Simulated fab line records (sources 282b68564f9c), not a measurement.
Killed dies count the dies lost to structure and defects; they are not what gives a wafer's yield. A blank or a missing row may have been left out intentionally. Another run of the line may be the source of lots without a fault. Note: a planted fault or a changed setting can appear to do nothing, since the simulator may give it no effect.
fab line records	flow ritCmos
record: lots: 14	wafers: 42	lastDay: 7
route steps=202 shown PSD@151 SILICIDE@167 M1@184
lots that met no fault: from a run of the same line without faults
startH: the number of hours between the record's first day and the start of the first shown wafer of the lot	waitH: time in hours since the lot's previous step	" as in the row above	L1.1+2: a single row standing in for several wafers	- no value, or no start given	* or withheld: withheld	< > ~ a bound
route shown NAME@n: a module of which the file shows steps, and the number in the route of the first	usual: mean/standard deviation of fault-free wafers	same: alike in all rows	chamber/n: place in a boat	sites: the reading at each site	_std_site: standard deviation of those values	_edge_site: the outer-site mean with the inner-site mean subtracted	radiusMm: for every site, how far away it sits from the centre of the wafer	mask NAME#n: copy n	behind: the tool/chamber that last shaped the wafer	hold: why the lot went on hold/how many hours it stayed there/how the hold came to an end	device: the transistor (n, p or np) that didn't switch	end of line: the same wafers' tests at the end of the route	a step without rows: its recipe alone	killed: count of dies lost to structure and defects at first sort (not the wafer's yield)	map: dies across one wafer; x = killed, . = not, _ = none there
set.NAME: setting as actually run; set.NAME@STEP: the setting as run at that earlier step	model.NAME: the simulator's own value behind a step, which no gauge read
route steps across a sampled set of lots; one table per step, one row per wafer
services: a tool's chamber out of use, with start hour (startH, from the record's first day; less than 0 if before it), hours out, and reason
== steps ==
step: RIT_PSD_STRIP_09
recipe: chemistry: O2	timeS: 180	resist: NOVOLAK	platenTempC: withheld	powerW: 500	pressureMtorr: 4000	o2FlowSccm: 4000
usual: drypumpMotorCurrentA: 5.6/0.33	rfReflPowerW: 6.9/1.5
lot.wafer	tool	chamber	startH	waitH	drypumpMotorCurrentA	rfHoursCounterH	rfReflPowerW
L829.3	plasmaAsher-01	1	52.49	0.1	5.1	-	9.6
L829.4	"	0	"	"	5.8	-	5.4
L829.5	"	0	"	"	5.8	-	5.5
L830.1	plasmaAsher-02	1	59.64	0.1	5.5	44	5.6
L830.2	"	0	"	"	6.1	44	6.6
L830.3	"	0	"	"	6.1	-	6.6
L832.1	plasmaAsher-01	1	67.05	0.1	5.1	44	9.8
L832.2	"	0	"	"	5.7	44	5.7
L832.6	"	0	"	"	5.7	-	5.7
L834.3	plasmaAsher-03	1	75.40	0.1	5.9	-	7.2
L834.4	"	0	"	"	5.6	-	5.7
L834.6	"	0	"	"	5.6	-	5.7
L836.1	plasmaAsher-03	0	83.68	0.1	5.6	25	5.7
L836.2	"	1	"	"	6.0	25	7.4
L836.3	"	1	"	"	5.9	-	7.3
L837.1	plasmaAsher-01	0	89.39	0.1	5.7	47	5.7
L837.4	"	0	"	"	5.8	-	5.5
L837.5	"	1	"	"	5.1	-	9.9
L839.1	plasmaAsher-03	0	101.03	0.1	5.6	27	5.7
L839.3	"	1	"	"	6.0	-	7.3
L839.6	"	0	"	"	5.7	-	5.8
L840.2	plasmaAsher-03	0	105.33	0.1	5.6	27	5.7
L840.5	"	1	"	"	6.0	-	7.2
L840.6	"	0	"	"	5.6	-	5.9
L841.1	plasmaAsher-01	1	110.64	0.1	5.1	49	10.2
L841.2	"	0	"	"	5.8	49	5.5
L841.5	"	0	"	"	5.8	-	5.5
L843.2	plasmaAsher-03	1	120.33	0.1	6.0	29	7.3
L843.5	"	0	"	"	5.6	-	5.7
L843.6	"	1	"	"	6.0	-	7.3
L844.2	plasmaAsher-03	1	124.16	0.1	6.0	29	7.3
L844.3	"	0	"	"	5.6	-	5.9
L844.5	"	0	"	"	5.6	-	5.7
L847.3	plasmaAsher-02	0	139.20	0.1	6.1	-	6.1
L847.4	"	1	"	"	5.5	-	6.0
L847.5	"	1	"	"	5.5	-	5.8
L848.2	plasmaAsher-01	1	143.80	0.1	5.1	53	9.7
L848.4	"	1	"	"	5.1	-	9.9
L848.5	"	1	"	"	5.1	-	10.0
L849.1	plasmaAsher-01	1	149.11	0.1	5.1	54	9.9
L849.3	"	1	"	"	5.1	-	10.0
L849.6	"	1	"	"	5.1	-	9.8
step: RIT_SILICIDE_RTA_06
recipe: tempC: 750	timeS: 10	idleTempC: 25	rampUpS: 5	rampDownS: 10	coolToC: 25	ambient: N2
usual: wafer_temp_C_max: 753.7/1.3
lot.wafer	tool	chamber	startH	waitH	wafer_temp_C_max
L829.3	rtpAnneal-02	0	54.05	0.0	753.6
L829.4	"	0	"	"	753.6
L829.5	"	0	"	"	755.8
L830.1	rtpAnneal-01	0	61.24	0.0	753.3
L830.2	"	0	"	"	754.1
L830.3	"	0	"	"	752.3
L832.1	rtpAnneal-01	0	68.64	0.0	752.5
L832.2	"	0	"	"	753.0
L832.6	"	0	"	"	752.5
L834.3	rtpAnneal-01	0	76.95	0.0	753.2
L834.4	"	0	"	"	751.9
L834.6	"	0	"	"	752.1
L836.1	rtpAnneal-01	0	85.27	0.0	752.8
L836.2	"	0	"	"	752.2
L836.3	"	0	"	"	752.4
L837.1	rtpAnneal-02	0	90.99	0.0	754.3
L837.4	"	0	"	"	755.3
L837.5	"	0	"	"	754.4
L839.1	rtpAnneal-02	0	102.69	0.0	755.0
L839.3	"	0	"	"	753.8
L839.6	"	0	"	"	754.5
L840.2	rtpAnneal-01	0	107.05	0.0	751.2
L840.5	"	0	"	"	753.0
L840.6	"	0	"	"	752.3
L841.1	rtpAnneal-02	0	112.31	0.0	753.7
L841.2	"	0	"	"	755.0
L841.5	"	0	"	"	754.6
L843.2	rtpAnneal-02	0	121.96	0.0	754.4
L843.5	"	0	"	"	755.0
L843.6	"	0	"	"	754.0
L844.2	rtpAnneal-01	0	125.80	0.0	752.5
L844.3	"	0	"	"	753.6
L844.5	"	0	"	"	752.4
L847.3	rtpAnneal-02	0	140.78	0.0	753.9
L847.4	"	0	"	"	753.4
L847.5	"	0	"	"	755.9
L848.2	rtpAnneal-01	0	145.43	0.0	754.4
L848.4	"	0	"	"	752.8
L848.5	"	0	"	"	752.5
L849.1	rtpAnneal-02	0	150.70	0.0	755.9
L849.3	"	0	"	"	755.3
L849.6	"	0	"	"	754.3
step: RIT_M1_SPUTTER_00
recipe: material: Al	targetThkNm: 400	powerW: 1955	chamberPressurePa: 0.4	gas: Ar	timeS: 500	substrateTempC: 25
usual: substrateTempC: 24.98/0.11	throttleValvePct: 29.2/1.1
lot.wafer	tool	chamber	startH	waitH	substrateTempC	throttleValvePct
L829.3	pvdSputter-04	-	56.49	0.0	25.08	29.3
L829.4	"	-	"	"	25.02	28.8
L829.5	"	-	"	"	25.00	29.6
L830.1	pvdSputter-01	-	63.55	0.0	25.02	28.2
L830.2	"	-	"	"	24.92	28.7
L830.3	"	-	"	"	24.92	27.7
L832.1	pvdSputter-01	-	70.93	0.0	25.05	28.4
L832.2	"	-	"	"	24.80	28.7
L832.6	"	-	"	"	24.89	29.2
L834.3	pvdSputter-01	-	79.37	0.0	25.02	28.0
L834.4	"	-	"	"	25.09	27.5
L834.6	"	-	"	"	24.94	27.8
L836.1	pvdSputter-01	-	87.68	0.0	25.02	28.3
L836.2	"	-	"	"	25.07	29.2
L836.3	"	-	"	"	24.80	27.8
L837.1	pvdSputter-04	-	93.40	0.0	24.94	31.6
L837.4	"	-	"	"	24.85	29.1
L837.5	"	-	"	"	25.06	30.0
L839.1	pvdSputter-01	-	105.12	0.0	24.95	28.1
L839.3	"	-	"	"	24.98	28.7
L839.6	"	-	"	"	25.02	28.7
L840.2	pvdSputter-04	-	109.39	0.0	25.02	29.3
L840.5	"	-	"	"	24.94	29.6
L840.6	"	-	"	"	25.07	28.5
L841.1	pvdSputter-01	-	114.73	0.0	24.94	28.3
L841.2	"	-	"	"	25.23	28.8
L841.5	"	-	"	"	24.88	28.3
L843.2	pvdSputter-01	-	124.50	0.0	24.77	28.9
L843.5	"	-	"	"	24.84	28.7
L843.6	"	-	"	"	24.87	27.8
L844.2	pvdSputter-04	-	128.10	0.0	24.97	29.4
L844.3	"	-	"	"	25.06	29.6
L844.5	"	-	"	"	25.21	28.7
L847.3	pvdSputter-01	-	143.44	0.0	24.88	29.2
L847.4	"	-	"	"	24.93	27.8
L847.5	"	-	"	"	25.08	28.5
L848.2	pvdSputter-04	-	147.88	0.0	25.19	28.7
L848.4	"	-	"	"	25.10	31.5
L848.5	"	-	"	"	25.06	29.0
L849.1	pvdSputter-01	-	153.17	0.0	24.75	27.7
L849.3	"	-	"	"	24.96	29.5
L849.6	"	-	"	"	25.04	29.2
step: RIT_M1_DEVELOP_08
recipe: resist: NOVOLAK	developTimeS: 68	devTempC: 23
usual: developerTempC: 23.00/0.1
lot.wafer	tool	chamber	startH	waitH	developerTempC
L829.3	lithoTrack-02	0	57	-	22.98
L829.4	"	0	"	"	23.02
L829.5	"	0	"	"	22.87
L830.1	lithoTrack-02	0	64	-	22.99
L830.2	"	0	"	"	23.07
L830.3	"	0	"	"	23.19
L832.1	lithoTrack-04	0	72	-	22.90
L832.2	"	0	"	"	22.86
L832.6	"	0	"	"	22.90
L834.3	lithoTrack-03	0	80	-	22.92
L834.4	"	0	"	"	23.07
L834.6	"	0	"	"	23.00
L836.1	lithoTrack-04	0	89	-	23.09
L836.2	"	0	"	"	23.05
L836.3	"	0	"	"	22.96
L837.1	lithoTrack-04	0	95	-	22.93
L837.4	"	0	"	"	22.99
L837.5	"	0	"	"	23.13
L839.1	lithoTrack-03	0	106	-	22.97
L839.3	"	0	"	"	23.10
L839.6	"	0	"	"	23.03
L840.2	lithoTrack-04	0	110	-	22.99
L840.5	"	0	"	"	23.11
L840.6	"	0	"	"	22.99
L841.1	lithoTrack-03	0	115	-	22.95
L841.2	"	0	"	"	23.12
L841.5	"	0	116	-	23.10
L843.2	lithoTrack-03	0	125	-	22.46
L843.5	"	0	"	"	22.42
L843.6	"	0	"	"	22.28
L844.2	lithoTrack-04	0	129	-	23.05
L844.3	"	0	"	"	22.82
L844.5	"	0	"	"	23.01
L847.3	lithoTrack-03	0	144	-	22.36
L847.4	"	0	"	"	22.06
L847.5	"	0	"	"	22.22
L848.2	lithoTrack-04	0	149	-	22.79
L848.4	"	0	"	"	23.01
L848.5	"	0	"	"	22.83
L849.1	lithoTrack-04	0	162	-	23.10
L849.3	"	0	163	-	23.06
L849.6	"	0	"	"	23.19
step: RIT_M1_PROBE_99
usual: killed_at_M0_to_M3: 0.0/0.16	killedAtContacts: 0.1/0.25	killedAtFrontEnd: 7/3.2	killedDies: 7/3.2	killedOpen: 3.5/2.1	killedShort: 3.5/2.1
same: grossDies: 264	killed_at_M4_up: 0	killedAtBackSide: 0	killedAtOther: 0
lot.wafer	tool	chamber	startH	waitH	killed_at_M0_to_M3	killedAtContacts	killedAtFrontEnd	killedDies	killedOpen	killedShort
L829.3	prober-02	-	60.77	0.2	0	0	5	5	1	2
L829.4	prober-02	-	60.82	0.2	0	0	6	6	3	3
L829.5	prober-02	-	60.87	0.2	0	0	5	5	1	3
L830.1	prober-01	-	67.69	0.1	0	0	4	4	1	3
L830.2	prober-01	-	67.74	0.1	0	0	7	7	3	4
L830.3	prober-01	-	67.79	0.2	1	0	9	10	5	5
L832.1	prober-01	-	75.23	0.1	0	0	8	8	4	4
L832.2	prober-01	-	75.28	0.1	0	0	6	6	3	3
L832.6	prober-01	-	75.48	0.2	0	0	4	4	3	1
L834.3	prober-01	-	83.66	0.2	0	0	4	4	3	1
L834.4	prober-01	-	83.71	0.2	0	0	4	4	3	1
L834.6	prober-01	-	83.81	0.2	0	0	7	7	5	2
L836.1	prober-01	-	91.97	0.1	0	0	14	14	6	8
L836.2	prober-01	-	92.02	0.1	0	0	7	7	2	5
L836.3	prober-01	-	92.07	0.2	0	0	4	4	3	1
L837.1	prober-02	-	98.66	0.1	0	0	10	10	4	6
L837.4	prober-02	-	98.81	0.2	0	0	5	5	4	1
L837.5	prober-02	-	98.86	0.2	0	0	10	10	3	7
L839.1	prober-02	-	109.13	0.1	0	0	8	8	3	5
L839.3	prober-02	-	109.23	0.2	0	0	6	6	1	5
L839.6	prober-02	-	109.38	0.2	0	0	5	5	2	2
L840.2	prober-01	-	113.61	0.1	0	0	7	7	3	4
L840.5	prober-01	-	113.76	0.2	0	0	2	2	1	1
L840.6	prober-01	-	113.81	0.2	0	0	7	7	3	4
L841.1	prober-02	-	118.75	0.1	0	0	9	9	5	4
L841.2	prober-02	-	118.80	0.1	0	0	4	4	4	0
L841.5	prober-02	-	118.95	0.2	0	1	12	13	7	6
L843.2	prober-01	-	128.98	0.1	0	0	4	4	1	3
L843.5	prober-01	-	129.13	0.2	0	0	4	4	3	1
L843.6	prober-01	-	129.18	0.2	0	0	8	8	2	6
L844.2	prober-02	-	133.61	0.1	0	0	4	4	2	2
L844.3	prober-02	-	133.66	0.2	0	0	9	9	8	1
L844.5	prober-02	-	133.76	0.2	0	0	12	12	7	5
L847.3	prober-01	-	147.68	0.2	0	0	6	6	3	3
L847.4	prober-01	-	147.73	0.2	0	0	9	9	4	5
L847.5	prober-01	-	147.78	0.2	0	0	10	10	6	4
L848.2	prober-02	-	152.10	0.1	0	0	6	6	5	1
L848.4	prober-02	-	152.20	0.2	0	0	7	7	4	3
L848.5	prober-02	-	152.25	0.2	0	0	3	3	1	2
L849.1	prober-01	-	165.79	0.1	0	1	9	10	2	7
L849.3	prober-01	-	165.89	0.2	0	0	3	3	1	2
L849.6	prober-01	-	166.04	0.2	0	0	4	4	2	2
killed by level:class
L829.3 PLDD:coatMicrobubblePrinted=2 FOX2:geometricParticle:short=1 REOX:geometricParticle:open=1 SILICIDE:geometricParticle:short=1
L829.4 GATE:geometricParticle:open=2 REOX:geometricParticle:short=2 FOX2:geometricParticle:open=1 SPACER:geometricParticle:short=1
L829.5 GATE:geometricParticle:open=1 REOX:geometricParticle:short=1 SPACER:geometricParticle:short=1 SILICIDE:geometricParticle:short=1 PLDD:coatMicrobubblePrinted=1
L830.1 FOX2:geometricParticle:short=1 GATE:geometricParticle:open=1 GATE:geometricParticle:short=1 REOX:geometricParticle:short=1
L830.2 FOX1:geometricParticle:open=2 GATE:geometricParticle:short=2 FOX1:geometricParticle:short=1 GATE:geometricParticle:open=1 SPACER:geometricParticle:short=1
L830.3 GATE:geometricParticle:open=3 FOX1:geometricParticle:short=2 GATE:geometricParticle:short=2 REOX:geometricParticle:open=2 M1:geometricParticle:short=1
L832.1 GATE:geometricParticle:open=3 FOX1:geometricParticle:short=2 GATE:geometricParticle:short=1 SPACER:geometricParticle:open=1 SILICIDE:geometricParticle:short=1
L832.2 GATE:geometricParticle:short=2 SILICIDE:geometricParticle:open=2 SPACER:geometricParticle:open=1 SILICIDE:geometricParticle:short=1
L832.6 FOX1:geometricParticle:open=1 FOX2:geometricParticle:open=1 GATE:geometricParticle:short=1 GATE:geometricParticle:open=1
L834.3 GATE:geometricParticle:short=1 GATE:geometricParticle:open=1 REOX:geometricParticle:open=1 SPACER:geometricParticle:open=1
L834.4 REOX:geometricParticle:open=2 GATE:geometricParticle:short=1 GATE:geometricParticle:open=1
L834.6 FOX2:geometricParticle:open=2 GATE:geometricParticle:open=2 GATE:geometricParticle:short=1 SPACER:geometricParticle:short=1 SILICIDE:geometricParticle:open=1
L836.1 GATE:geometricParticle:open=6 GATE:geometricParticle:short=5 ACTIVE:geometricParticle:short=1 FOX1:geometricParticle:short=1 REOX:geometricParticle:short=1
L836.2 GATE:geometricParticle:short=3 GATE:geometricParticle:open=2 REOX:geometricParticle:short=1 SILICIDE:geometricParticle:short=1
L836.3 GATE:geometricParticle:open=2 GATE:geometricParticle:short=1 SILICIDE:geometricParticle:open=1
L837.1 SILICIDE:geometricParticle:short=4 FOX2:geometricParticle:open=2 GATE:geometricParticle:open=2 GATE:geometricParticle:short=1 SPACER:geometricParticle:short=1
L837.4 REOX:geometricParticle:open=2 FOX2:geometricParticle:short=1 GATE:geometricParticle:open=1 SILICIDE:geometricParticle:open=1
L837.5 GATE:geometricParticle:short=4 FOX1:geometricParticle:open=1 FOX2:geometricParticle:short=1 SPACER:geometricParticle:open=1 SPACER:geometricParticle:short=1 SILICIDE:geometricParticle:open=1 SILICIDE:geometricParticle:short=1
L839.1 GATE:geometricParticle:short=3 FOX2:geometricParticle:open=1 REOX:geometricParticle:open=1 SPACER:geometricParticle:short=1 SILICIDE:geometricParticle:open=1 SILICIDE:geometricParticle:short=1
L839.3 GATE:geometricParticle:short=3 GATE:geometricParticle:open=1 REOX:geometricParticle:short=1 SPACER:geometricParticle:short=1
L839.6 FOX2:geometricParticle:short=1 FOX2:geometricParticle:open=1 GATE:geometricParticle:open=1 GATE:geometricParticle:short=1 NWELL:coatMicrobubblePrinted=1
L840.2 FOX1:geometricParticle:open=2 GATE:geometricParticle:short=2 FOX1:geometricParticle:short=1 FOX2:geometricParticle:short=1 GATE:geometricParticle:open=1
L840.5 GATE:geometricParticle:open=1 GATE:geometricParticle:short=1
L840.6 FOX1:geometricParticle:open=2 FOX1:geometricParticle:short=1 FOX2:geometricParticle:short=1 GATE:geometricParticle:short=1 GATE:geometricParticle:open=1 SPACER:geometricParticle:short=1
L841.1 GATE:geometricParticle:open=3 GATE:geometricParticle:short=2 FOX1:geometricParticle:short=1 FOX1:geometricParticle:open=1 REOX:geometricParticle:short=1 SILICIDE:geometricParticle:open=1
L841.2 GATE:geometricParticle:open=2 SILICIDE:geometricParticle:open=2
L841.5 GATE:geometricParticle:open=5 SILICIDE:geometricParticle:short=3 GATE:geometricParticle:short=2 FOX2:geometricParticle:open=1 SPACER:geometricParticle:short=1 CONTACT:geometricParticle:open=1
L843.2 FOX2:geometricParticle:short=2 FOX2:geometricParticle:open=1 GATE:geometricParticle:short=1
L843.5 FOX1:geometricParticle:short=1 GATE:geometricParticle:open=1 SPACER:geometricParticle:open=1 SILICIDE:geometricParticle:open=1
L843.6 SPACER:geometricParticle:short=3 GATE:geometricParticle:short=2 GATE:geometricParticle:open=1 REOX:geometricParticle:short=1 SPACER:geometricParticle:open=1
L844.2 FOX1:geometricParticle:short=1 GATE:geometricParticle:open=1 REOX:geometricParticle:short=1 SILICIDE:geometricParticle:open=1
L844.3 FOX1:geometricParticle:open=3 GATE:geometricParticle:open=2 REOX:geometricParticle:open=2 SPACER:geometricParticle:short=1 SILICIDE:geometricParticle:open=1
L844.5 GATE:geometricParticle:open=3 SILICIDE:geometricParticle:short=3 FOX1:geometricParticle:open=1 FOX2:geometricParticle:open=1 FOX2:geometricParticle:short=1 GATE:geometricParticle:short=1 REOX:geometricParticle:open=1 SILICIDE:geometricParticle:open=1
L847.3 GATE:geometricParticle:short=2 REOX:geometricParticle:open=2 FOX1:geometricParticle:short=1 GATE:geometricParticle:open=1
L847.4 GATE:geometricParticle:short=2 GATE:geometricParticle:open=2 SPACER:geometricParticle:short=2 FOX1:geometricParticle:open=1 REOX:geometricParticle:open=1 SILICIDE:geometricParticle:short=1
L847.5 GATE:geometricParticle:open=2 REOX:geometricParticle:open=2 SPACER:geometricParticle:short=2 FOX1:geometricParticle:open=1 REOX:geometricParticle:short=1 SILICIDE:geometricParticle:open=1 SILICIDE:geometricParticle:short=1
L848.2 GATE:geometricParticle:open=3 FOX1:geometricParticle:open=1 SPACER:geometricParticle:open=1 SILICIDE:geometricParticle:short=1
L848.4 GATE:geometricParticle:open=3 GATE:geometricParticle:short=2 SPACER:geometricParticle:short=1 SPACER:geometricParticle:open=1
L848.5 FOX1:geometricParticle:short=2 FOX1:geometricParticle:open=1
L849.1 SILICIDE:geometricParticle:short=3 FOX2:geometricParticle:short=2 FOX1:geometricParticle:open=1 FOX1:geometricParticle:short=1 GATE:geometricParticle:open=1 SPACER:geometricParticle:short=1 CONTACT:coatMicrobubblePrinted=1
L849.3 FOX1:geometricParticle:short=1 FOX2:geometricParticle:open=1 SILICIDE:geometricParticle:short=1
L849.6 SPACER:geometricParticle:short=2 REOX:geometricParticle:open=1 SILICIDE:geometricParticle:open=1
== services ==
tool	chamber	startH	hours	kind
plasmaAsher-03	-	34.16	28.1	pm
plasmaAsher-02	-	60.59	2.8	repair
pvdSputter-01	-	97.98	2.7	repair
plasmaAsher-02	-	108.92	9.0	pm
plasmaAsher-02	0	108.92	9.0	ventCycle
plasmaAsher-02	1	108.92	9.0	ventCycle
plasmaAsher-02	0	117.92	-	clean
plasmaAsher-02	1	117.92	-	clean
plasmaAsher-01	-	141.87	0.4	repair
== key ==
firstSign: step: RIT_M1_DEVELOP_08	reading: developerTempC	direction: down	sigmas: 6.6	usual: *	struck: *
effect none on later readings
metAt RIT_M1_DEVELOP_08
struckLots L843,L847
testerLeftOut L847
loopTrim: step: RIT_M1_EXPOSE_06	setting: dose	lots: L847
notActingAt RIT_PSD_STRIP_09,RIT_SILICIDE_RTA_06,RIT_M1_SPUTTER_00
onsetBetween 115 125
earlierFault: kind: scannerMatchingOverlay	tool: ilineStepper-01	chamber: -	onsetH: 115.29	steps: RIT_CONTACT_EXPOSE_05	offset: 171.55
earlierFault: kind: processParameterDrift	tool: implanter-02	chamber: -	onsetH: 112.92	steps: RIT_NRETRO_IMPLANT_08	channel: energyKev	offset: 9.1	shape: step	endH: 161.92	actsIn: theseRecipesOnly	stated: 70
fault: kind: processParameterDrift	tool: lithoTrack-03	chamber: -	onsetH: 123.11	steps: RIT_M1_DEVELOP_08	channel: devTempC	offset: *	shape: step	actsIn: *	stated: *
testerLeftOut: of these lots the tester's yield and bins aren't shown, on N5 and GAA mostly nor the transistor test; their killed dies are dies lost to structure and defects alone, not to doping, threshold or leakage, so they don't give the yield
loopTrim: a control loop set the setting to another value than it would have without faults
